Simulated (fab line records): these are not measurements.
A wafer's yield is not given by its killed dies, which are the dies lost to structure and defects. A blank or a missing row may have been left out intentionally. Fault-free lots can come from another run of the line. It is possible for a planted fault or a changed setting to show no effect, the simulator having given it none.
fab line records    flow berkeleyCmos170
record lots=15  wafers=45  lastDay=11
route steps=331 shown GATE@142 PSD@182 NSD@194
lots with no fault: from the same line, run without faults
startH: start of the lot's first displayed wafer, in hours after the record's first day    waitH: hours since the lot's step before    " as in the row above    L1.1+2: several wafers, shown together as one row    - value missing, or start not given    * or withheld: withheld    < > ~ a bound
route shown NAME@n: names a module that has steps shown in the file, with the first one's number in the route    usual: mean and standard deviation over wafers with no fault    same: alike in all rows    chamber/n: place in a boat    sites: each site's reading    _std_site: the standard deviation of these    _edge_site: mean of outer sites minus mean of inner sites    radiusMm: how far each site lies from the wafer's centre    mask NAME#n: copy n    behind: the most recent tool/chamber to have shaped the wafer    hold: why the lot went on hold/how many hours it stayed there/how the hold came to an end    device: the transistor (n, p or np) that didn't switch    end of line: the same wafers' tests at the end of the route    a step with no rows: only its recipe    killed: not the wafer's yield, but the dies lost to structure and defects at the first sort    map: a wafer's dies, marking killed ones x, the rest . and places with no die _
set.NAME: the setting that was run; set.NAME@STEP: the one run at that earlier step    model.NAME: the simulator's own value behind a step, which no gauge read
route steps across a sampled set of lots; one table per step, one row per wafer
services: the hour from which a tool's chamber was out of use, counted from the record's first day as startH (under 0 if before that day), plus the number of hours and why
## steps
# step UCB170_GATE_STRIP_16
# recipe chemistry=O2  powerW=400  pressureMtorr=3500  platenTempC=withheld  o2FlowSccm=400  overashFraction=0.5
# usual chamberPressureMTorr=3500/3.4  drypumpMotorCurrentA=5.7/0.34  oesProductAu=0.724/0.0044
lot.wafer  tool            chamber  startH  waitH  chamberPressureMTorr  drypumpMotorCurrentA  oesProductAu  rfHoursCounterH
L817.1     plasmaAsher-02  1        118.34  0.0    3506                  5.2                   0.732         40
L817.2     "               0        "       "      3504                  5.3                   0.716         40
L817.3     "               0        "       "      3493                  5.3                   0.726         -
L819.2     plasmaAsher-03  1        138.51  0.0    3504                  5.7                   0.726         36
L819.4     "               0        "       "      3501                  6.2                   0.721         -
L819.6     "               1        "       "      3505                  5.7                   0.719         -
L821.1     plasmaAsher-04  0        148.76  0.0    3505                  6.0                   0.726         45
L821.2     "               1        "       "      3494                  5.9                   0.727         45
L821.5     "               1        "       "      3508                  5.9                   0.732         -
L820.3     plasmaAsher-03  1        148.79  0.1    3503                  5.7                   0.722         -
L820.4     "               0        "       "      3498                  6.1                   0.725         -
L820.5     "               1        "       "      3494                  5.7                   0.734         -
L822.1     plasmaAsher-02  0        148.91  0.0    3500                  5.3                   0.723         44
L822.2     "               1        "       "      3500                  5.3                   0.725         44
L822.3     "               0        "       "      3504                  5.3                   0.722         -
L827.1     plasmaAsher-04  1        160.08  0.0    3495                  5.8                   0.719         47
L827.3     "               1        "       "      3497                  5.9                   0.721         -
L827.4     "               0        "       "      3502                  6.1                   0.716         -
L830.2     plasmaAsher-04  0        178.67  0.0    3502                  6.0                   0.723         49
L830.4     "               1        "       "      3499                  5.8                   0.729         -
L830.6     "               1        "       "      3503                  5.8                   0.723         -
L828.1     plasmaAsher-03  0        178.78  0.0    3501                  6.1                   0.725         40
L828.4     "               0        "       "      3498                  6.1                   0.726         -
L828.6     "               0        "       "      3497                  6.2                   0.727         -
L826.2     plasmaAsher-02  1        179.03  0.0    3500                  5.3                   0.724         47
L826.3     "               1        "       "      3502                  5.2                   0.723         -
L826.5     "               1        "       "      3496                  5.2                   0.726         -
L831.2     plasmaAsher-03  0        202.01  0.0    3498                  6.1                   0.714         43
L831.4     "               1        "       "      3497                  5.7                   0.723         -
L831.5     "               1        "       "      3500                  5.7                   0.728         -
L836.1     plasmaAsher-03  1        215.26  0.0    3505                  5.7                   0.723         44
L836.5     "               1        "       "      3500                  5.7                   0.718         -
L836.6     "               0        "       "      3496                  6.2                   0.726         -
L837.2     plasmaAsher-04  0        215.54  0.0    3500                  6.1                   0.726         53
L837.3     "               1        "       "      3504                  5.9                   0.730         -
L837.4     "               0        "       "      3500                  6.1                   0.721         -
L839.1     plasmaAsher-03  0        225.64  0.0    3488                  6.2                   0.719         45
L839.3     "               1        "       "      3499                  5.6                   0.721         -
L839.4     "               0        "       "      3501                  6.1                   0.726         -
L840.3     plasmaAsher-02  1        225.93  0.1    3499                  5.3                   0.730         -
L840.5     "               1        "       "      3500                  5.2                   0.728         -
L840.6     "               0        "       "      3498                  5.3                   0.725         -
L838.2     plasmaAsher-03  0        226.17  0.0    3494                  6.2                   0.721         45
L838.4     "               0        "       "      3498                  6.1                   0.724         -
L838.6     "               0        "       "      3498                  6.2                   0.734         -
# step UCB170_PSD_OVL_MEAS_07
# usual PSD_OVL=-2/5.2
lot.wafer  tool        chamber  startH  waitH  PSD_OVL[nm]
L817.1     overlay-02  -        131.30  0.1    -5
L817.2     "           -        "       "      -5
L817.3     "           -        "       "      -10
L819.2     overlay-02  -        149.52  0.1    -15
L819.4     "           -        "       "      -3
L819.6     "           -        "       "      -2
L821.1     overlay-02  -        158.87  0.1    5
L821.2     "           -        "       "      0
L821.5     "           -        "       "      2
L820.3     overlay-01  -        159.14  0.1    -1
L820.4     "           -        "       "      3
L820.5     "           -        "       "      -3
L822.1     overlay-01  -        159.59  0.1    4
L822.2     "           -        "       "      -7
L822.3     "           -        "       "      -6
L827.1     overlay-01  -        172.37  0.1    5
L827.3     "           -        "       "      -1
L827.4     "           -        "       "      -2
L830.2     overlay-01  -        190.39  0.1    -7
L830.4     "           -        "       "      -11
L830.6     "           -        "       "      -10
L826.2     overlay-02  -        190.51  0.1    0
L826.3     "           -        "       "      3
L826.5     "           -        "       "      1
L828.1     overlay-01  -        190.66  0.1    -6
L828.4     "           -        "       "      7
L828.6     "           -        "       "      7
L831.2     overlay-02  -        211.33  0.1    -10
L831.4     "           -        "       "      -6
L831.5     "           -        "       "      -7
L836.1     overlay-01  -        226.10  0.1    -1
L836.5     "           -        "       "      -4
L836.6     "           -        "       "      4
L837.2     overlay-01  -        226.36  0.1    -10
L837.3     "           -        "       "      -2
L837.4     "           -        "       "      -1
L838.2     overlay-01  -        235.00  0.1    -2
L838.4     "           -        "       "      7
L838.6     "           -        "       "      0
L839.1     overlay-02  -        235.07  0.1    2
L839.3     "           -        "       "      4
L839.4     "           -        "       "      -5
L840.3     overlay-01  -        235.63  0.1    0
L840.5     "           -        "       "      -8
L840.6     "           -        "       "      -2
# step UCB170_PSD_STRIP_09
# recipe chemistry=O2  powerW=400  pressureMtorr=3500  platenTempC=withheld  o2FlowSccm=400  overashFraction=0.5
# usual chamberPressureMTorr=3500/3.3  drypumpMotorCurrentA=5.88/0.18  oesProductAu=0.601/0.0046  stripTimeToEndpointS=29.40/0.076
lot.wafer  tool            chamber  startH  waitH  chamberPressureMTorr  drypumpMotorCurrentA  oesProductAu  rfHoursCounterH  stripTimeToEndpointS
L817.1     plasmaAsher-01  0        131.48  0.1    3499                  5.91                  0.601         1                29.40
L817.2     "               1        "       "      3497                  5.56                  0.603         1                29.46
L817.3     "               0        "       "      3501                  5.89                  0.599         -                29.39
L819.2     plasmaAsher-03  1        149.70  0.1    3499                  5.66                  0.595         37               29.40
L819.4     "               1        "       "      3502                  5.67                  0.598         -                29.45
L819.6     "               1        "       "      3494                  5.67                  0.599         -                29.45
L821.1     plasmaAsher-04  0        159.05  0.1    3497                  6.03                  0.603         47               29.34
L821.2     "               1        "       "      3502                  5.86                  0.608         47               29.34
L821.5     "               1        "       "      3497                  5.81                  0.606         -                29.28
L820.3     plasmaAsher-01  0        159.35  0.1    3499                  5.87                  0.601         -                29.36
L820.4     "               1        "       "      3505                  5.56                  0.606         -                29.38
L820.5     "               0        "       "      3497                  5.87                  0.597         -                29.35
L822.1     plasmaAsher-04  0        159.78  0.1    3501                  6.07                  0.608         47               29.29
L822.2     "               1        "       "      3502                  5.86                  0.595         47               29.38
L822.3     "               1        "       "      3501                  5.85                  0.593         -                29.26
L827.1     plasmaAsher-03  0        172.55  0.1    3503                  6.15                  0.600         39               29.42
L827.3     "               1        "       "      3498                  5.69                  0.600         -                29.34
L827.4     "               0        "       "      3504                  6.14                  0.599         -                29.35
L830.2     plasmaAsher-04  0        190.57  0.1    -                     -                     -             -                -
L830.4     "               0        "       "      -                     -                     -             -                -
L830.6     "               0        "       "      -                     -                     -             -                -
L826.2     plasmaAsher-01  1        190.69  0.1    -                     -                     -             -                -
L826.3     "               1        "       "      -                     -                     -             -                -
L826.5     "               1        "       "      -                     -                     -             -                -
L828.1     plasmaAsher-04  0        190.85  0.1    -                     -                     -             -                -
L828.4     "               0        "       "      -                     -                     -             -                -
L828.6     "               0        "       "      -                     -                     -             -                -
L831.2     plasmaAsher-04  0        211.51  0.1    3500                  6.04                  0.599         53               29.50
L831.4     "               0        "       "      3503                  6.02                  0.606         -                29.41
L831.5     "               1        "       "      3501                  5.87                  0.604         -                29.41
L836.1     plasmaAsher-04  1        226.28  0.1    3498                  5.85                  0.599         55               29.38
L836.5     "               1        "       "      3497                  5.85                  0.602         -                29.45
L836.6     "               0        "       "      3500                  6.04                  0.604         -                29.38
L837.2     plasmaAsher-01  0        226.54  0.1    3505                  5.86                  0.608         12               29.51
L837.3     "               0        "       "      3499                  5.87                  0.599         -                29.54
L837.4     "               1        "       "      3500                  5.57                  0.595         -                29.52
L838.2     plasmaAsher-03  0        235.18  0.1    3498                  6.15                  0.600         46               29.38
L838.4     "               0        "       "      3501                  6.16                  0.602         -                29.28
L838.6     "               0        "       "      3497                  6.16                  0.597         -                29.21
L839.1     plasmaAsher-04  1        235.26  0.1    3504                  5.86                  0.601         56               29.41
L839.3     "               1        "       "      3493                  5.84                  0.597         -                29.46
L839.4     "               0        "       "      3501                  6.08                  0.599         -                29.46
L840.3     plasmaAsher-04  0        235.84  0.1    3505                  6.06                  0.601         -                29.38
L840.5     "               1        "       "      3493                  5.84                  0.606         -                29.45
L840.6     "               0        "       "      3498                  6.02                  0.598         -                29.45
# step UCB170_NSD_OVL_MEAS_07
# usual NSD_OVL=-3/5.4
lot.wafer  tool        chamber  startH  waitH  NSD_OVL[nm]
L817.1     overlay-02  -        132.93  0.1    -11
L817.2     "           -        "       "      -6
L817.3     "           -        "       "      -10
L819.2     overlay-01  -        151.58  0.1    8
L819.4     "           -        "       "      4
L819.6     "           -        "       "      9
L821.1     overlay-02  -        163.68  0.1    -8
L821.2     "           -        "       "      0
L821.5     "           -        "       "      1
L820.3     overlay-02  -        163.82  0.1    -6
L820.4     "           -        "       "      6
L820.5     "           -        "       "      -5
L822.1     overlay-01  -        164.16  0.1    3
L822.2     "           -        "       "      6
L822.3     "           -        "       "      1
L827.1     overlay-02  -        174.23  0.1    1
L827.3     "           -        "       "      -8
L827.4     "           -        "       "      -3
L830.2     overlay-01  -        193.29  0.1    3
L830.4     "           -        "       "      7
L830.6     "           -        "       "      8
L826.2     overlay-01  -        193.41  0.1    -5
L826.3     "           -        "       "      2
L826.5     "           -        "       "      -3
L828.1     overlay-02  -        193.56  0.1    2
L828.4     "           -        "       "      1
L828.6     "           -        "       "      4
L831.2     overlay-02  -        214.87  0.1    -3
L831.4     "           -        "       "      -3
L831.5     "           -        "       "      -8
L836.1     overlay-01  -        229.33  0.1    -5
L836.5     "           -        "       "      -3
L836.6     "           -        "       "      -7
L837.2     overlay-02  -        230.05  0.1    -7
L837.3     "           -        "       "      -8
L837.4     "           -        "       "      -3
L838.2     overlay-01  -        237.09  0.1    2
L838.4     "           -        "       "      7
L838.6     "           -        "       "      4
L839.1     overlay-01  -        237.52  0.1    -11
L839.3     "           -        "       "      -8
L839.4     "           -        "       "      -4
L840.3     overlay-02  -        238.43  0.1    0
L840.5     "           -        "       "      1
L840.6     "           -        "       "      1
# step UCB170_NSD_STRIP_09
# recipe chemistry=O2  powerW=400  pressureMtorr=3500  platenTempC=withheld  o2FlowSccm=400  overashFraction=0.5
# usual chamberPressureMTorr=3500/3.1  drypumpMotorCurrentA=5.6/0.36  oesProductAu=0.534/0.0045  stripTimeToEndpointS=35.84/0.073
lot.wafer  tool            chamber  startH  waitH  chamberPressureMTorr  drypumpMotorCurrentA  oesProductAu  rfHoursCounterH  stripTimeToEndpointS
L817.1     plasmaAsher-03  0        133.12  0.1    3501                  6.1                   0.537         35               35.89
L817.2     "               1        "       "      3498                  5.7                   0.541         35               35.89
L817.3     "               1        "       "      3498                  5.7                   0.538         -                35.87
L819.2     plasmaAsher-02  1        151.76  0.1    3501                  5.2                   0.535         44               35.84
L819.4     "               1        "       "      3502                  5.2                   0.538         -                35.83
L819.6     "               1        "       "      3502                  5.3                   0.537         -                35.81
L821.1     plasmaAsher-02  1        163.86  0.1    3497                  5.2                   0.535         46               35.95
L821.2     "               0        "       "      3503                  5.3                   0.534         46               35.88
L821.5     "               0        "       "      3499                  5.3                   0.529         -                35.94
L820.3     plasmaAsher-04  0        164.03  0.1    3494                  6.1                   0.533         -                35.81
L820.4     "               1        "       "      3500                  5.9                   0.532         -                35.79
L820.5     "               1        "       "      3502                  5.8                   0.526         -                35.81
L822.1     plasmaAsher-03  0        164.35  0.1    3500                  6.1                   0.535         39               35.78
L822.2     "               1        "       "      3501                  5.7                   0.537         39               35.67
L822.3     "               1        "       "      3499                  5.7                   0.531         -                35.76
L827.1     plasmaAsher-03  0        174.42  0.1    3501                  6.1                   0.533         40               35.70
L827.3     "               1        "       "      3501                  5.7                   0.531         -                35.76
L827.4     "               0        "       "      3494                  6.1                   0.535         -                35.75
L830.2     plasmaAsher-02  1        193.47  0.1    3500                  5.3                   0.626         49               62.13
L830.4     "               0        "       "      3496                  5.3                   0.620         -                62.03
L830.6     "               0        "       "      3501                  5.3                   0.619         -                62.13
L826.2     plasmaAsher-03  1        193.59  0.1    3498                  5.7                   0.613         42               61.87
L826.3     "               0        "       "      3501                  6.1                   0.626         -                61.90
L826.5     "               0        "       "      3496                  6.1                   0.627         -                61.99
L828.1     plasmaAsher-02  1        193.75  0.1    3500                  5.2                   0.621         49               61.96
L828.4     "               0        "       "      3501                  5.3                   0.620         -                62.10
L828.6     "               0        "       "      3496                  5.3                   0.614         -                62.16
L831.2     plasmaAsher-02  0        215.05  0.1    3499                  5.3                   0.531         51               35.92
L831.4     "               1        "       "      3504                  5.3                   0.535         -                35.90
L831.5     "               1        "       "      3502                  5.2                   0.532         -                35.99
L836.1     plasmaAsher-02  1        229.52  0.1    3495                  5.3                   0.536         53               35.85
L836.5     "               1        "       "      3497                  5.2                   0.529         -                35.93
L836.6     "               0        "       "      3503                  5.3                   0.533         -                35.93
L837.2     plasmaAsher-03  1        230.23  0.1    3502                  5.7                   0.527         45               35.70
L837.3     "               1        "       "      3501                  5.7                   0.538         -                35.74
L837.4     "               0        "       "      3503                  6.1                   0.530         -                35.76
L838.2     plasmaAsher-03  1        237.27  0.1    3500                  5.7                   0.532         46               35.85
L838.4     "               0        "       "      3503                  6.2                   0.536         -                35.85
L838.6     "               0        "       "      3502                  6.1                   0.537         -                35.76
L839.1     plasmaAsher-04  1        237.70  0.1    3497                  5.9                   0.528         56               35.96
L839.3     "               1        "       "      3497                  5.8                   0.536         -                35.86
L839.4     "               0        "       "      3498                  6.0                   0.534         -                35.89
L840.3     plasmaAsher-02  0        238.64  0.1    3502                  5.3                   0.530         -                35.81
L840.5     "               1        "       "      3502                  5.2                   0.536         -                35.84
L840.6     "               0        "       "      3495                  5.3                   0.530         -                35.88
# step UCB170_NSD_TW_MEAS_10
# usual NSD_TW=4217/34
lot.wafer  tool          chamber  startH  waitH  NSD_TW
L817.1     filmMetro-04  -        133.22  0.1    4166
L817.2     "             -        "       "      4166
L817.3     "             -        "       "      4165
L819.2     filmMetro-03  -        151.87  0.1    4280
L819.4     "             -        "       "      4244
L819.6     "             -        "       "      4270
L821.1     filmMetro-01  -        163.96  0.1    4232
L821.2     "             -        "       "      4237
L821.5     "             -        "       "      4245
L820.3     filmMetro-04  -        164.12  0.1    4149
L820.4     "             -        "       "      4165
L820.5     "             -        "       "      4183
L822.1     filmMetro-03  -        164.45  0.1    4249
L822.2     "             -        "       "      4249
L822.3     "             -        "       "      4265
L827.1     filmMetro-04  -        174.52  0.1    4190
L827.3     "             -        "       "      4195
L827.4     "             -        "       "      4166
L830.2     filmMetro-01  -        193.58  0.1    30
L830.4     "             -        "       "      30
L830.6     "             -        "       "      30
L826.2     filmMetro-03  -        193.70  0.1    30
L826.3     "             -        "       "      30
L826.5     "             -        "       "      31
L828.1     filmMetro-04  -        193.85  0.1    30
L828.4     "             -        "       "      30
L828.6     "             -        "       "      30
L831.2     filmMetro-03  -        215.16  0.1    4257
L831.4     "             -        "       "      4240
L831.5     "             -        "       "      4239
L836.1     filmMetro-04  -        229.62  0.1    4181
L836.5     "             -        "       "      4163
L836.6     "             -        "       "      4192
L837.2     filmMetro-01  -        230.34  0.1    4205
L837.3     "             -        "       "      4235
L837.4     "             -        "       "      4196
L838.2     filmMetro-03  -        237.38  0.1    4275
L838.4     "             -        "       "      4280
L838.6     "             -        "       "      4273
L839.1     filmMetro-01  -        237.80  0.1    4258
L839.3     "             -        "       "      4226
L839.4     "             -        "       "      4205
L840.3     filmMetro-04  -        238.72  0.1    4201
L840.5     "             -        "       "      4187
L840.6     "             -        "       "      4195
## services
tool            chamber  startH  hours  kind
plasmaAsher-03  -        102.92  2.8    pm
plasmaAsher-01  -        108.75  9.0    pm
plasmaAsher-01  0        108.75  9.0    ventCycle
plasmaAsher-01  1        108.75  9.0    ventCycle
plasmaAsher-01  0        117.75  -      clean
plasmaAsher-01  1        117.75  -      clean
plasmaAsher-01  -        154.07  4.2    repair
plasmaAsher-03  -        190.59  2.2    repair
plasmaAsher-01  -        201.72  0.8    repair
plasmaAsher-04  -        208.72  2.0    repair
plasmaAsher-03  -        216.96  1.2    repair
## key
firstSign step=UCB170_PSD_STRIP_09  reading=toolRecord  direction=missing
effect step=UCB170_NSD_STRIP_09  reading=stripTimeToEndpointS  direction=up  sigmas=99+  usual=*  struck=*
effect step=UCB170_NSD_TW_MEAS_10  reading=NSD_TW  direction=down  sigmas=99+  usual=4217  struck=30
metAt UCB170_PSD_STRIP_09
struckLots L826,L828,L830
sortLeftOut L826.2,L826.3,L826.5,L828.1,L828.4,L828.6,L830.2,L830.4,L830.6
testerLeftOut L826,L828,L830
notActingAt UCB170_GATE_STRIP_16,UCB170_PSD_OVL_MEAS_07,UCB170_NSD_OVL_MEAS_07
onsetBetween 159.78 190.57
fault kind=skippedStepWhole  tool=plasmaAsher-01,plasmaAsher-04  chamber=-  onsetH=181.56  steps=UCB170_PSD_STRIP_09  scope=struckLotsOnly
# testerLeftOut: of these lots the tester's yield and bins aren't shown, on N5 and GAA mostly nor the transistor test; their killed dies are dies lost to structure and defects alone, not to doping, threshold or leakage, so they don't give the yield
# sortLeftOut: the simulated sort isn't trusted on such a fault, so these wafers' sort isn't shown, and their yield isn't known
